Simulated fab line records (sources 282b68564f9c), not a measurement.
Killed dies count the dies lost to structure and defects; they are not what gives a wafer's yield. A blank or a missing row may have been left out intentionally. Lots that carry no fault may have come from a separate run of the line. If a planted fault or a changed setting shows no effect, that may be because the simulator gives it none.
fab line records / flow rit_cmos
[record] lots = 6 wafers = 18 last_day = 8
route steps=202 shown M1@184
lots untouched by any fault: they come from a run of this same line in which no faults occurred
start_h: start of the lot's first displayed wafer, in hours after the record's first day / wait_h: how many hours have passed since the lot's step before this one / " repeats the value in the row above / L1.1+2: a row that stands for several wafers / - no value, or no start given / * or withheld: withheld / < > ~ a bound
route shown NAME@n: NAME is a module with steps in the file, n the number in the route of the first one / usual: the fault-free wafers' mean and standard deviation / same: alike in all rows / chamber/n: place in a boat / sites: readings site by site / _std_site: their standard deviation / _edge_site: inner sites' mean taken away from outer sites' mean / radius_mm: for every site, how far away it sits from the centre of the wafer / mask NAME#n: copy n / behind: the last tool/chamber to shape the wafer / hold: what put the lot on hold/how long, in hours/how the hold closed / device: the transistor (n, p or np) that didn't switch / end of line: the same wafers' tests at the end of the route / a step with no rows: only its recipe / killed: dies lost to structure and defects at the first sort, not the wafer's yield / map: the dies of a wafer, with x for killed, . for not killed, _ for no die there
set.NAME: the setting as run; set.NAME@STEP: as run at that earlier step / model.NAME: the simulator's own value behind a step, which no gauge read
certain route steps with their lots: each step a table, each wafer a row
services: from which hour (start_h, from the record's first day; less than 0 if before it) a tool's chamber was out of use, for how many hours, and why
[[steps]]
[step RIT_M1_SPUTTER_00]
[recipe] material = Al target_thk_nm = 400 power_w = 2000 chamber_pressure_pa = 0.4 gas = Ar time_s = 500 substrate_temp_c = 25
[usual] throttle_valve_pct = 29.9/0.75
lot.wafer=L974.2 tool=pvd_sputter-02 chamber=- start_h=114.48 wait_h=0.0 throttle_valve_pct=30.7
lot.wafer=L974.3 tool=pvd_sputter-02 chamber=- start_h=114.48 wait_h=0.0 throttle_valve_pct=28.7
lot.wafer=L974.5 tool=pvd_sputter-02 chamber=- start_h=114.48 wait_h=0.0 throttle_valve_pct=29.9
lot.wafer=L975.1 tool=pvd_sputter-04 chamber=- start_h=118.61 wait_h=0.0 throttle_valve_pct=30.3
lot.wafer=L975.2 tool=pvd_sputter-04 chamber=- start_h=118.61 wait_h=0.0 throttle_valve_pct=29.3
lot.wafer=L975.6 tool=pvd_sputter-04 chamber=- start_h=118.61 wait_h=0.0 throttle_valve_pct=29.4
lot.wafer=L979.2 tool=pvd_sputter-04 chamber=- start_h=139.58 wait_h=0.0 throttle_valve_pct=30.1
lot.wafer=L979.4 tool=pvd_sputter-04 chamber=- start_h=139.58 wait_h=0.0 throttle_valve_pct=29.2
lot.wafer=L979.6 tool=pvd_sputter-04 chamber=- start_h=139.58 wait_h=0.0 throttle_valve_pct=30.3
lot.wafer=L981.3 tool=pvd_sputter-04 chamber=- start_h=149.02 wait_h=0.0 throttle_valve_pct=30.2
lot.wafer=L981.4 tool=pvd_sputter-04 chamber=- start_h=149.02 wait_h=0.0 throttle_valve_pct=29.4
lot.wafer=L981.6 tool=pvd_sputter-04 chamber=- start_h=149.02 wait_h=0.0 throttle_valve_pct=30.2
lot.wafer=L983.1 tool=pvd_sputter-04 chamber=- start_h=157.43 wait_h=0.0 throttle_valve_pct=30.1
lot.wafer=L983.2 tool=pvd_sputter-04 chamber=- start_h=157.43 wait_h=0.0 throttle_valve_pct=29.3
lot.wafer=L983.5 tool=pvd_sputter-04 chamber=- start_h=157.43 wait_h=0.0 throttle_valve_pct=30.7
lot.wafer=L986.1 tool=pvd_sputter-04 chamber=- start_h=178.35 wait_h=0.0 throttle_valve_pct=30.2
lot.wafer=L986.3 tool=pvd_sputter-04 chamber=- start_h=178.35 wait_h=0.0 throttle_valve_pct=30.1
lot.wafer=L986.6 tool=pvd_sputter-04 chamber=- start_h=178.35 wait_h=0.0 throttle_valve_pct=30.1
[step RIT_M1_RS_MEAS_01]
[recipe] thk_meas_gauge = four-point-probe reads = Al_of_M1_SPUTTER_00
[usual] M1_AL_RS = 0.0734/0.00075
lot.wafer=L974.2 tool=film_metro-01 chamber=- start_h=114.83 wait_h=0.2 M1_AL_RS[ohm/sq]=0.0744
lot.wafer=L974.3 tool=film_metro-01 chamber=- start_h=114.83 wait_h=0.2 M1_AL_RS[ohm/sq]=0.0741
lot.wafer=L974.5 tool=film_metro-01 chamber=- start_h=114.83 wait_h=0.2 M1_AL_RS[ohm/sq]=0.0742
lot.wafer=L975.1 tool=film_metro-01 chamber=- start_h=118.91 wait_h=0.1 M1_AL_RS[ohm/sq]=0.0729
lot.wafer=L975.2 tool=film_metro-01 chamber=- start_h=118.91 wait_h=0.1 M1_AL_RS[ohm/sq]=0.0738
lot.wafer=L975.6 tool=film_metro-01 chamber=- start_h=118.91 wait_h=0.1 M1_AL_RS[ohm/sq]=0.0736
lot.wafer=L979.2 tool=film_metro-02 chamber=- start_h=139.90 wait_h=0.2 M1_AL_RS[ohm/sq]=0.0723
lot.wafer=L979.4 tool=film_metro-02 chamber=- start_h=139.90 wait_h=0.2 M1_AL_RS[ohm/sq]=0.0737
lot.wafer=L979.6 tool=film_metro-02 chamber=- start_h=139.90 wait_h=0.2 M1_AL_RS[ohm/sq]=0.0726
lot.wafer=L981.3 tool=film_metro-02 chamber=- start_h=149.36 wait_h=0.2 M1_AL_RS[ohm/sq]=0.0734
lot.wafer=L981.4 tool=film_metro-02 chamber=- start_h=149.36 wait_h=0.2 M1_AL_RS[ohm/sq]=0.0746
lot.wafer=L981.6 tool=film_metro-02 chamber=- start_h=149.36 wait_h=0.2 M1_AL_RS[ohm/sq]=0.0730
lot.wafer=L983.1 tool=film_metro-01 chamber=- start_h=157.73 wait_h=0.1 M1_AL_RS[ohm/sq]=0.0733
lot.wafer=L983.2 tool=film_metro-01 chamber=- start_h=157.73 wait_h=0.1 M1_AL_RS[ohm/sq]=0.0746
lot.wafer=L983.5 tool=film_metro-01 chamber=- start_h=157.73 wait_h=0.1 M1_AL_RS[ohm/sq]=0.0740
lot.wafer=L986.1 tool=film_metro-01 chamber=- start_h=178.64 wait_h=0.1 M1_AL_RS[ohm/sq]=0.0733
lot.wafer=L986.3 tool=film_metro-01 chamber=- start_h=178.64 wait_h=0.1 M1_AL_RS[ohm/sq]=0.0722
lot.wafer=L986.6 tool=film_metro-01 chamber=- start_h=178.64 wait_h=0.1 M1_AL_RS[ohm/sq]=0.0732
[step RIT_M1_THK_MEAS_02]
[recipe] thk_meas_gauge = xrf reads = Al_of_M1_SPUTTER_00
[usual] M1_AL_THK = 405/5
lot.wafer=L974.2 tool=film_metro-01 chamber=- start_h=114.94 wait_h=0.1 M1_AL_THK[nm]=403
lot.wafer=L974.3 tool=film_metro-01 chamber=- start_h=114.94 wait_h=0.1 M1_AL_THK[nm]=403
lot.wafer=L974.5 tool=film_metro-01 chamber=- start_h=114.94 wait_h=0.1 M1_AL_THK[nm]=400
lot.wafer=L975.1 tool=film_metro-01 chamber=- start_h=119.03 wait_h=0.1 M1_AL_THK[nm]=409
lot.wafer=L975.2 tool=film_metro-01 chamber=- start_h=119.03 wait_h=0.1 M1_AL_THK[nm]=403
lot.wafer=L975.6 tool=film_metro-01 chamber=- start_h=119.03 wait_h=0.1 M1_AL_THK[nm]=406
lot.wafer=L979.2 tool=film_metro-02 chamber=- start_h=140.01 wait_h=0.1 M1_AL_THK[nm]=411
lot.wafer=L979.4 tool=film_metro-02 chamber=- start_h=140.01 wait_h=0.1 M1_AL_THK[nm]=402
lot.wafer=L979.6 tool=film_metro-02 chamber=- start_h=140.01 wait_h=0.1 M1_AL_THK[nm]=408
lot.wafer=L981.3 tool=film_metro-02 chamber=- start_h=149.46 wait_h=0.1 M1_AL_THK[nm]=401
lot.wafer=L981.4 tool=film_metro-02 chamber=- start_h=149.46 wait_h=0.1 M1_AL_THK[nm]=394
lot.wafer=L981.6 tool=film_metro-02 chamber=- start_h=149.46 wait_h=0.1 M1_AL_THK[nm]=403
lot.wafer=L983.1 tool=film_metro-01 chamber=- start_h=157.85 wait_h=0.1 M1_AL_THK[nm]=407
lot.wafer=L983.2 tool=film_metro-01 chamber=- start_h=157.85 wait_h=0.1 M1_AL_THK[nm]=401
lot.wafer=L983.5 tool=film_metro-01 chamber=- start_h=157.85 wait_h=0.1 M1_AL_THK[nm]=402
lot.wafer=L986.1 tool=film_metro-01 chamber=- start_h=178.76 wait_h=0.1 M1_AL_THK[nm]=405
lot.wafer=L986.3 tool=film_metro-01 chamber=- start_h=178.76 wait_h=0.1 M1_AL_THK[nm]=408
lot.wafer=L986.6 tool=film_metro-01 chamber=- start_h=178.76 wait_h=0.1 M1_AL_THK[nm]=406
[step RIT_M1_HMDS_03]
[recipe] prime_time_s = 60 prime_temp_c = 140
[step RIT_M1_COAT_04]
[recipe] resist = NOVOLAK spin_rpm = 2000 resist_thk_nm = 1300
[step RIT_M1_SOFTBAKE_05]
[recipe] resist = NOVOLAK temp_c = 90 time_s = 60
[step RIT_M1_EXPOSE_06]
[recipe] mask_id = M12 na = 0.6 source_shape = conventional sigma_outer = 0.5 target_cd_nm = 2600 dose_mj = 250
[step RIT_M1_PEB_07]
[recipe] resist = NOVOLAK temp_c = withheld time_s = withheld
[step RIT_M1_DEVELOP_08]
[recipe] resist = NOVOLAK develop_time_s = 68 dev_temp_c = 23
[step RIT_M1_CD_MEAS_09]
[recipe] target_cd_nm = 2600
[usual] cd_nm = 2600.0/1.9
lot.wafer=L974.2 tool=cd_sem-02 chamber=- start_h=115.89 wait_h=- cd_nm=2596.8
lot.wafer=L974.3 tool=cd_sem-02 chamber=- start_h=115.89 wait_h=- cd_nm=2598.8
lot.wafer=L974.5 tool=cd_sem-02 chamber=- start_h=115.89 wait_h=- cd_nm=2598.6
lot.wafer=L975.1 tool=cd_sem-02 chamber=- start_h=120.09 wait_h=- cd_nm=2603.2
lot.wafer=L975.2 tool=cd_sem-02 chamber=- start_h=120.09 wait_h=- cd_nm=2601.9
lot.wafer=L975.6 tool=cd_sem-02 chamber=- start_h=120.09 wait_h=- cd_nm=2605.6
lot.wafer=L979.2 tool=cd_sem-01 chamber=- start_h=140.96 wait_h=- cd_nm=2600.3
lot.wafer=L979.4 tool=cd_sem-01 chamber=- start_h=140.96 wait_h=- cd_nm=2599.8
lot.wafer=L979.6 tool=cd_sem-01 chamber=- start_h=140.96 wait_h=- cd_nm=2600.3
lot.wafer=L981.3 tool=cd_sem-01 chamber=- start_h=150.42 wait_h=- cd_nm=2603.5
lot.wafer=L981.4 tool=cd_sem-01 chamber=- start_h=150.42 wait_h=- cd_nm=2602.1
lot.wafer=L981.6 tool=cd_sem-01 chamber=- start_h=150.42 wait_h=- cd_nm=2603.4
lot.wafer=L983.1 tool=cd_sem-01 chamber=- start_h=158.79 wait_h=- cd_nm=2596.6
lot.wafer=L983.2 tool=cd_sem-01 chamber=- start_h=158.79 wait_h=- cd_nm=2597.0
lot.wafer=L983.5 tool=cd_sem-01 chamber=- start_h=158.79 wait_h=- cd_nm=2598.2
lot.wafer=L986.1 tool=cd_sem-01 chamber=- start_h=179.70 wait_h=- cd_nm=2602.4
lot.wafer=L986.3 tool=cd_sem-01 chamber=- start_h=179.70 wait_h=- cd_nm=2600.4
lot.wafer=L986.6 tool=cd_sem-01 chamber=- start_h=179.70 wait_h=- cd_nm=2599.2
[step RIT_M1_OVL_MEAS_10]
[usual] M1_OVL = -0.1/1.2
lot.wafer=L974.2 tool=overlay-01 chamber=- start_h=116.00 wait_h=0.1 M1_OVL[nm]=0.9
lot.wafer=L974.3 tool=overlay-01 chamber=- start_h=116.00 wait_h=0.1 M1_OVL[nm]=-0.8
lot.wafer=L974.5 tool=overlay-01 chamber=- start_h=116.00 wait_h=0.1 M1_OVL[nm]=-1.8
lot.wafer=L975.1 tool=overlay-02 chamber=- start_h=120.21 wait_h=0.1 M1_OVL[nm]=-0.4
lot.wafer=L975.2 tool=overlay-02 chamber=- start_h=120.21 wait_h=0.1 M1_OVL[nm]=-0.4
lot.wafer=L975.6 tool=overlay-02 chamber=- start_h=120.21 wait_h=0.1 M1_OVL[nm]=0.1
lot.wafer=L979.2 tool=overlay-02 chamber=- start_h=141.06 wait_h=0.1 M1_OVL[nm]=-1.1
lot.wafer=L979.4 tool=overlay-02 chamber=- start_h=141.06 wait_h=0.1 M1_OVL[nm]=-0.5
lot.wafer=L979.6 tool=overlay-02 chamber=- start_h=141.06 wait_h=0.1 M1_OVL[nm]=-0.7
lot.wafer=L981.3 tool=overlay-01 chamber=- start_h=150.51 wait_h=0.1 M1_OVL[nm]=-1.0
lot.wafer=L981.4 tool=overlay-01 chamber=- start_h=150.51 wait_h=0.1 M1_OVL[nm]=-2.8
lot.wafer=L981.6 tool=overlay-01 chamber=- start_h=150.51 wait_h=0.1 M1_OVL[nm]=-1.7
lot.wafer=L983.1 tool=overlay-02 chamber=- start_h=158.91 wait_h=0.1 M1_OVL[nm]=0.5
lot.wafer=L983.2 tool=overlay-02 chamber=- start_h=158.91 wait_h=0.1 M1_OVL[nm]=-2.6
lot.wafer=L983.5 tool=overlay-02 chamber=- start_h=158.91 wait_h=0.1 M1_OVL[nm]=-0.8
lot.wafer=L986.1 tool=overlay-01 chamber=- start_h=179.82 wait_h=0.1 M1_OVL[nm]=-0.1
lot.wafer=L986.3 tool=overlay-01 chamber=- start_h=179.82 wait_h=0.1 M1_OVL[nm]=-0.3
lot.wafer=L986.6 tool=overlay-01 chamber=- start_h=179.82 wait_h=0.1 M1_OVL[nm]=-0.8
[step RIT_M1_HARDBAKE_11]
[recipe] resist = NOVOLAK temp_c = 140 time_s = 120
[step RIT_M1_METAL_ETCH_12]
[recipe] stop_on = SiO2 chemistry = Cl2/BCl3 target = Al time_s = 165 over_etch_frac = 0.5 pressure_mtorr = 100 target_depth_a = 6000 rf_w = 250 Cl2_flow_sccm = 60 bcl3_flow_sccm = 50
[usual] chamber_pressure_mTorr = 100.01/0.099 drypump_motor_current_A = 5.3/0.47 oes_product_au = 0.778/0.014 throttle_valve_pct = 8.29/0.035
lot.wafer=L974.2 tool=rie_metal-03 chamber=1 start_h=116.28 wait_h=0.2 chamber_pressure_mTorr=99.92 drypump_motor_current_A=5.0 oes_product_au=0.778 rf_hours_counter_h=5 throttle_valve_pct=8.33 model.NOVOLAK_of_M1_COAT_04.thk_nm=794.4
lot.wafer=L974.3 tool=rie_metal-03 chamber=0 start_h=116.28 wait_h=0.2 chamber_pressure_mTorr=100.13 drypump_motor_current_A=4.8 oes_product_au=0.757 rf_hours_counter_h=- throttle_valve_pct=8.27 model.NOVOLAK_of_M1_COAT_04.thk_nm=801
lot.wafer=L974.5 tool=rie_metal-03 chamber=0 start_h=116.28 wait_h=0.2 chamber_pressure_mTorr=100.09 drypump_motor_current_A=4.8 oes_product_au=0.749 rf_hours_counter_h=- throttle_valve_pct=8.25 model.NOVOLAK_of_M1_COAT_04.thk_nm=804.4
lot.wafer=L975.1 tool=rie_metal-02 chamber=1 start_h=120.50 wait_h=0.2 chamber_pressure_mTorr=99.97 drypump_motor_current_A=4.8 oes_product_au=0.797 rf_hours_counter_h=1 throttle_valve_pct=8.26 model.NOVOLAK_of_M1_COAT_04.thk_nm=807.3
lot.wafer=L975.2 tool=rie_metal-02 chamber=0 start_h=120.50 wait_h=0.2 chamber_pressure_mTorr=100.05 drypump_motor_current_A=5.9 oes_product_au=0.766 rf_hours_counter_h=1 throttle_valve_pct=8.24 model.NOVOLAK_of_M1_COAT_04.thk_nm=804.5
lot.wafer=L975.6 tool=rie_metal-02 chamber=1 start_h=120.50 wait_h=0.2 chamber_pressure_mTorr=100.19 drypump_motor_current_A=4.8 oes_product_au=0.788 rf_hours_counter_h=- throttle_valve_pct=8.28 model.NOVOLAK_of_M1_COAT_04.thk_nm=802.3
lot.wafer=L979.2 tool=rie_metal-03 chamber=0 start_h=141.34 wait_h=0.2 chamber_pressure_mTorr=99.89 drypump_motor_current_A=4.7 oes_product_au=0.759 rf_hours_counter_h=4 throttle_valve_pct=8.26 model.NOVOLAK_of_M1_COAT_04.thk_nm=803.8
lot.wafer=L979.4 tool=rie_metal-03 chamber=1 start_h=141.34 wait_h=0.2 chamber_pressure_mTorr=119.98 drypump_motor_current_A=5.0 oes_product_au=0.788 rf_hours_counter_h=- throttle_valve_pct=8.32 model.NOVOLAK_of_M1_COAT_04.thk_nm=789.8
lot.wafer=L979.6 tool=rie_metal-03 chamber=1 start_h=141.34 wait_h=0.2 chamber_pressure_mTorr=120.12 drypump_motor_current_A=5.0 oes_product_au=0.787 rf_hours_counter_h=- throttle_valve_pct=8.32 model.NOVOLAK_of_M1_COAT_04.thk_nm=794
lot.wafer=L981.3 tool=rie_metal-03 chamber=1 start_h=150.84 wait_h=0.2 chamber_pressure_mTorr=120.23 drypump_motor_current_A=5.0 oes_product_au=0.789 rf_hours_counter_h=- throttle_valve_pct=8.32 model.NOVOLAK_of_M1_COAT_04.thk_nm=799.4
lot.wafer=L981.4 tool=rie_metal-03 chamber=0 start_h=150.84 wait_h=0.2 chamber_pressure_mTorr=99.96 drypump_motor_current_A=4.7 oes_product_au=0.751 rf_hours_counter_h=- throttle_valve_pct=8.26 model.NOVOLAK_of_M1_COAT_04.thk_nm=807
lot.wafer=L981.6 tool=rie_metal-03 chamber=0 start_h=150.84 wait_h=0.2 chamber_pressure_mTorr=100.10 drypump_motor_current_A=4.7 oes_product_au=0.751 rf_hours_counter_h=- throttle_valve_pct=8.27 model.NOVOLAK_of_M1_COAT_04.thk_nm=807.1
lot.wafer=L983.1 tool=rie_metal-04 chamber=1 start_h=159.19 wait_h=0.2 chamber_pressure_mTorr=100.03 drypump_motor_current_A=5.4 oes_product_au=0.795 rf_hours_counter_h=0 throttle_valve_pct=8.33 model.NOVOLAK_of_M1_COAT_04.thk_nm=804.3
lot.wafer=L983.2 tool=rie_metal-04 chamber=0 start_h=159.19 wait_h=0.2 chamber_pressure_mTorr=99.95 drypump_motor_current_A=5.9 oes_product_au=0.768 rf_hours_counter_h=0 throttle_valve_pct=8.32 model.NOVOLAK_of_M1_COAT_04.thk_nm=808.3
lot.wafer=L983.5 tool=rie_metal-04 chamber=1 start_h=159.19 wait_h=0.2 chamber_pressure_mTorr=99.94 drypump_motor_current_A=5.4 oes_product_au=0.780 rf_hours_counter_h=- throttle_valve_pct=8.35 model.NOVOLAK_of_M1_COAT_04.thk_nm=807.2
lot.wafer=L986.1 tool=rie_metal-04 chamber=1 start_h=180.11 wait_h=0.2 chamber_pressure_mTorr=100.11 drypump_motor_current_A=5.4 oes_product_au=0.779 rf_hours_counter_h=0 throttle_valve_pct=8.34 model.NOVOLAK_of_M1_COAT_04.thk_nm=801.9
lot.wafer=L986.3 tool=rie_metal-04 chamber=0 start_h=180.11 wait_h=0.2 chamber_pressure_mTorr=100.03 drypump_motor_current_A=5.9 oes_product_au=0.784 rf_hours_counter_h=- throttle_valve_pct=8.31 model.NOVOLAK_of_M1_COAT_04.thk_nm=805
lot.wafer=L986.6 tool=rie_metal-04 chamber=0 start_h=180.11 wait_h=0.2 chamber_pressure_mTorr=100.02 drypump_motor_current_A=5.9 oes_product_au=0.779 rf_hours_counter_h=- throttle_valve_pct=8.31 model.NOVOLAK_of_M1_COAT_04.thk_nm=801.1
[step RIT_M1_STRIP_13]
[recipe] chemistry = nmp resist = NOVOLAK temp_c = 80 time_s = 600 dry = n2_spin
[step RIT_M1_PROBE_99]
[usual] defect_limited_yield = 97.4/1.2 killed_at_M0_to_M3 = 0.0/0.14 killed_at_front_end = 7/3.1 killed_dies = 7/3.1 killed_open = 3.3/2 killed_short = 3.5/1.9 sort_bin_3_pad_short = 0.1/0.24 sort_bin_5_function = 1.5/0.84 sort_bin_6_memory = 0.9/0.62 sort_n_pass = 257/3.1 sort_yield_pct = 97.4/1.2
[same] gross_dies = 264 killed_at_M4_up = 0 killed_at_back_side = 0 killed_at_contacts = 0 killed_at_other = 0
lot.wafer=L974.2 tool=prober-01 chamber=- start_h=118.58 wait_h=0.1 defect_limited_yield[%]=98.1 killed_at_M0_to_M3=0 killed_at_front_end=5 killed_dies=5 killed_open=3 killed_short=2 sort_bin_3_pad_short[%]=0 sort_bin_5_function[%]=1.5 sort_bin_6_memory[%]=0.4 sort_n_pass=259 sort_yield_pct[%]=98.1
lot.wafer=L974.3 tool=prober-01 chamber=- start_h=118.63 wait_h=0.2 defect_limited_yield[%]=97.0 killed_at_M0_to_M3=0 killed_at_front_end=8 killed_dies=8 killed_open=3 killed_short=4 sort_bin_3_pad_short[%]=0 sort_bin_5_function[%]=1.5 sort_bin_6_memory[%]=1.5 sort_n_pass=256 sort_yield_pct[%]=97.0
lot.wafer=L974.5 tool=prober-01 chamber=- start_h=118.73 wait_h=0.2 defect_limited_yield[%]=98.1 killed_at_M0_to_M3=0 killed_at_front_end=5 killed_dies=5 killed_open=1 killed_short=4 sort_bin_3_pad_short[%]=0 sort_bin_5_function[%]=1.1 sort_bin_6_memory[%]=0.8 sort_n_pass=259 sort_yield_pct[%]=98.1
lot.wafer=L975.1 tool=prober-02 chamber=- start_h=122.75 wait_h=0.1 defect_limited_yield[%]=96.2 killed_at_M0_to_M3=0 killed_at_front_end=10 killed_dies=10 killed_open=6 killed_short=4 sort_bin_3_pad_short[%]=0 sort_bin_5_function[%]=3.4 sort_bin_6_memory[%]=0.4 sort_n_pass=254 sort_yield_pct[%]=96.2
lot.wafer=L975.2 tool=prober-02 chamber=- start_h=122.80 wait_h=0.1 defect_limited_yield[%]=97.7 killed_at_M0_to_M3=0 killed_at_front_end=6 killed_dies=6 killed_open=4 killed_short=2 sort_bin_3_pad_short[%]=0 sort_bin_5_function[%]=1.5 sort_bin_6_memory[%]=0.8 sort_n_pass=258 sort_yield_pct[%]=97.7
lot.wafer=L975.6 tool=prober-02 chamber=- start_h=123.00 wait_h=0.2 defect_limited_yield[%]=97.3 killed_at_M0_to_M3=0 killed_at_front_end=7 killed_dies=7 killed_open=3 killed_short=4 sort_bin_3_pad_short[%]=0 sort_bin_5_function[%]=1.1 sort_bin_6_memory[%]=1.5 sort_n_pass=257 sort_yield_pct[%]=97.3
lot.wafer=L979.2 tool=prober-02 chamber=- start_h=143.65 wait_h=0.1 defect_limited_yield[%]=95.8 killed_at_M0_to_M3=0 killed_at_front_end=11 killed_dies=11 killed_open=3 killed_short=7 sort_bin_3_pad_short[%]=0.4 sort_bin_5_function[%]=3.0 sort_bin_6_memory[%]=0.8 sort_n_pass=253 sort_yield_pct[%]=95.8
lot.wafer=L979.4 tool=prober-02 chamber=- start_h=143.75 wait_h=0.2 defect_limited_yield[%]=98.1 killed_at_M0_to_M3=0 killed_at_front_end=5 killed_dies=5 killed_open=4 killed_short=1 sort_bin_3_pad_short[%]=0 sort_bin_5_function[%]=0.8 sort_bin_6_memory[%]=1.1 sort_n_pass=259 sort_yield_pct[%]=98.1
lot.wafer=L979.6 tool=prober-02 chamber=- start_h=143.85 wait_h=0.2 defect_limited_yield[%]=95.5 killed_at_M0_to_M3=0 killed_at_front_end=12 killed_dies=12 killed_open=6 killed_short=5 sort_bin_3_pad_short[%]=0.8 sort_bin_5_function[%]=2.7 sort_bin_6_memory[%]=1.1 sort_n_pass=252 sort_yield_pct[%]=95.5
lot.wafer=L981.3 tool=prober-02 chamber=- start_h=153.15 wait_h=0.2 defect_limited_yield[%]=96.2 killed_at_M0_to_M3=0 killed_at_front_end=10 killed_dies=10 killed_open=5 killed_short=5 sort_bin_3_pad_short[%]=0 sort_bin_5_function[%]=1.5 sort_bin_6_memory[%]=2.3 sort_n_pass=254 sort_yield_pct[%]=96.2
lot.wafer=L981.4 tool=prober-02 chamber=- start_h=153.20 wait_h=0.2 defect_limited_yield[%]=98.9 killed_at_M0_to_M3=0 killed_at_front_end=3 killed_dies=3 killed_open=2 killed_short=1 sort_bin_3_pad_short[%]=0 sort_bin_5_function[%]=0.4 sort_bin_6_memory[%]=0.8 sort_n_pass=261 sort_yield_pct[%]=98.9
lot.wafer=L981.6 tool=prober-02 chamber=- start_h=153.30 wait_h=0.2 defect_limited_yield[%]=99.2 killed_at_M0_to_M3=0 killed_at_front_end=2 killed_dies=2 killed_open=1 killed_short=1 sort_bin_3_pad_short[%]=0 sort_bin_5_function[%]=0.4 sort_bin_6_memory[%]=0.4 sort_n_pass=262 sort_yield_pct[%]=99.2
lot.wafer=L983.1 tool=prober-02 chamber=- start_h=161.54 wait_h=0.1 defect_limited_yield[%]=97.0 killed_at_M0_to_M3=0 killed_at_front_end=8 killed_dies=8 killed_open=2 killed_short=6 sort_bin_3_pad_short[%]=0 sort_bin_5_function[%]=1.9 sort_bin_6_memory[%]=1.1 sort_n_pass=256 sort_yield_pct[%]=97.0
lot.wafer=L983.2 tool=prober-02 chamber=- start_h=161.59 wait_h=0.1 defect_limited_yield[%]=98.5 killed_at_M0_to_M3=0 killed_at_front_end=4 killed_dies=4 killed_open=1 killed_short=3 sort_bin_3_pad_short[%]=0.4 sort_bin_5_function[%]=0.4 sort_bin_6_memory[%]=0.8 sort_n_pass=260 sort_yield_pct[%]=98.5
lot.wafer=L983.5 tool=prober-02 chamber=- start_h=161.74 wait_h=0.2 defect_limited_yield[%]=98.9 killed_at_M0_to_M3=1 killed_at_front_end=2 killed_dies=3 killed_open=1 killed_short=2 sort_bin_3_pad_short[%]=0 sort_bin_5_function[%]=0.4 sort_bin_6_memory[%]=0.8 sort_n_pass=261 sort_yield_pct[%]=98.9
lot.wafer=L986.1 tool=prober-01 chamber=- start_h=182.36 wait_h=0.1 defect_limited_yield[%]=96.2 killed_at_M0_to_M3=0 killed_at_front_end=10 killed_dies=10 killed_open=6 killed_short=4 sort_bin_3_pad_short[%]=0 sort_bin_5_function[%]=3.4 sort_bin_6_memory[%]=0.4 sort_n_pass=254 sort_yield_pct[%]=96.2
lot.wafer=L986.3 tool=prober-01 chamber=- start_h=182.46 wait_h=0.2 defect_limited_yield[%]=98.5 killed_at_M0_to_M3=1 killed_at_front_end=3 killed_dies=4 killed_open=1 killed_short=3 sort_bin_3_pad_short[%]=0 sort_bin_5_function[%]=0.4 sort_bin_6_memory[%]=1.1 sort_n_pass=260 sort_yield_pct[%]=98.5
lot.wafer=L986.6 tool=prober-01 chamber=- start_h=182.61 wait_h=0.2 defect_limited_yield[%]=99.6 killed_at_M0_to_M3=0 killed_at_front_end=1 killed_dies=1 killed_open=0 killed_short=1 sort_bin_3_pad_short[%]=0 sort_bin_5_function[%]=0.4 sort_bin_6_memory[%]=0 sort_n_pass=263 sort_yield_pct[%]=99.6
// killed by level:class
L974.2 SILICIDE:geometric_particle:open=2 FOX1:geometric_particle:short=1 FOX1:geometric_particle:open=1 FOX2:geometric_particle:short=1
L974.3 FOX2:geometric_particle:short=2 SILICIDE:geometric_particle:open=2 FOX1:geometric_particle:open=1 FOX1:geometric_particle:short=1 GATE:geometric_particle:short=1 NWELL:coat_microbubble_printed=1
L974.5 FOX1:geometric_particle:short=2 REOX:geometric_particle:open=1 REOX:geometric_particle:short=1 SPACER:geometric_particle:short=1
L975.1 SILICIDE:geometric_particle:open=2 FOX1:geometric_particle:open=1 FOX1:geometric_particle:short=1 GATE:geometric_particle:open=1 REOX:geometric_particle:short=1 REOX:geometric_particle:open=1 SPACER:geometric_particle:open=1 SPACER:geometric_particle:short=1
L975.2 GATE:geometric_particle:open=2 FOX1:geometric_particle:open=1 REOX:geometric_particle:short=1 REOX:geometric_particle:open=1 SPACER:geometric_particle:short=1
L975.6 GATE:geometric_particle:open=3 GATE:geometric_particle:short=2 SPACER:geometric_particle:short=1 SILICIDE:geometric_particle:short=1
L979.2 GATE:geometric_particle:short=5 SPACER:geometric_particle:open=3 REOX:geometric_particle:short=1 SPACER:geometric_particle:short=1 PLDD:coat_microbubble_printed=1
L979.4 REOX:geometric_particle:open=3 SPACER:geometric_particle:short=1 SPACER:geometric_particle:open=1
L979.6 GATE:geometric_particle:short=2 SPACER:geometric_particle:short=2 SILICIDE:geometric_particle:open=2 FOX1:geometric_particle:open=1 FOX1:geometric_particle:short=1 GATE:geometric_particle:open=1 REOX:geometric_particle:open=1 SPACER:geometric_particle:open=1
L981.3 GATE:geometric_particle:open=5 FOX2:geometric_particle:short=2 GATE:geometric_particle:short=1 REOX:geometric_particle:short=1 SPACER:geometric_particle:short=1
L981.4 FOX2:geometric_particle:short=1 GATE:geometric_particle:open=1 SILICIDE:geometric_particle:open=1
L981.6 GATE:geometric_particle:short=1 SILICIDE:geometric_particle:open=1
L983.1 GATE:geometric_particle:short=2 FOX1:geometric_particle:short=1 GATE:geometric_particle:open=1 REOX:geometric_particle:open=1 REOX:geometric_particle:short=1 SPACER:geometric_particle:short=1 SILICIDE:geometric_particle:short=1
L983.2 GATE:geometric_particle:short=1 REOX:geometric_particle:short=1 SPACER:geometric_particle:short=1 SPACER:geometric_particle:open=1
L983.5 FOX2:geometric_particle:open=1 GATE:geometric_particle:short=1 M1:geometric_particle:short=1
L986.1 GATE:geometric_particle:short=3 FOX2:geometric_particle:open=2 SILICIDE:geometric_particle:open=2 FOX1:geometric_particle:open=1 FOX2:geometric_particle:short=1 GATE:geometric_particle:open=1
L986.3 GATE:geometric_particle:short=2 SILICIDE:geometric_particle:open=1 M1:geometric_particle:short=1
L986.6 FOX1:geometric_particle:short=1
[[services]]
tool=rie_metal-04 chamber=- start_h=136.12 hours=20.0 kind=pm
tool=rie_metal-04 chamber=0 start_h=136.12 hours=20.0 kind=vent_cycle
tool=rie_metal-04 chamber=1 start_h=136.12 hours=20.0 kind=vent_cycle
tool=rie_metal-04 chamber=0 start_h=156.12 hours=- kind=clean
tool=rie_metal-04 chamber=1 start_h=156.12 hours=- kind=clean
tool=pvd_sputter-02 chamber=- start_h=177.60 hours=2.3 kind=repair
[[key]]
[first_sign] step = RIT_M1_METAL_ETCH_12 reading = chamber_pressure_mTorr direction = up sigmas = 99+ usual = 100.01 struck = 120.11
effect none on later readings
[model_effect] step = RIT_M1_METAL_ETCH_12 value = NOVOLAK_of_M1_COAT_04.thk_nm without = 802.9 struck = 794.4
met_at RIT_M1_METAL_ETCH_12
struck_wafers L979.4,L979.6,L981.3
onset_between 116.28 141.34
[fault] kind = process_parameter_drift tool = rie_metal-03 chamber = 1 onset_h = 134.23 steps = RIT_M1_METAL_ETCH_12 channel = pressure_mtorr offset = 20 shape = step end_h = 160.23 stated = 100
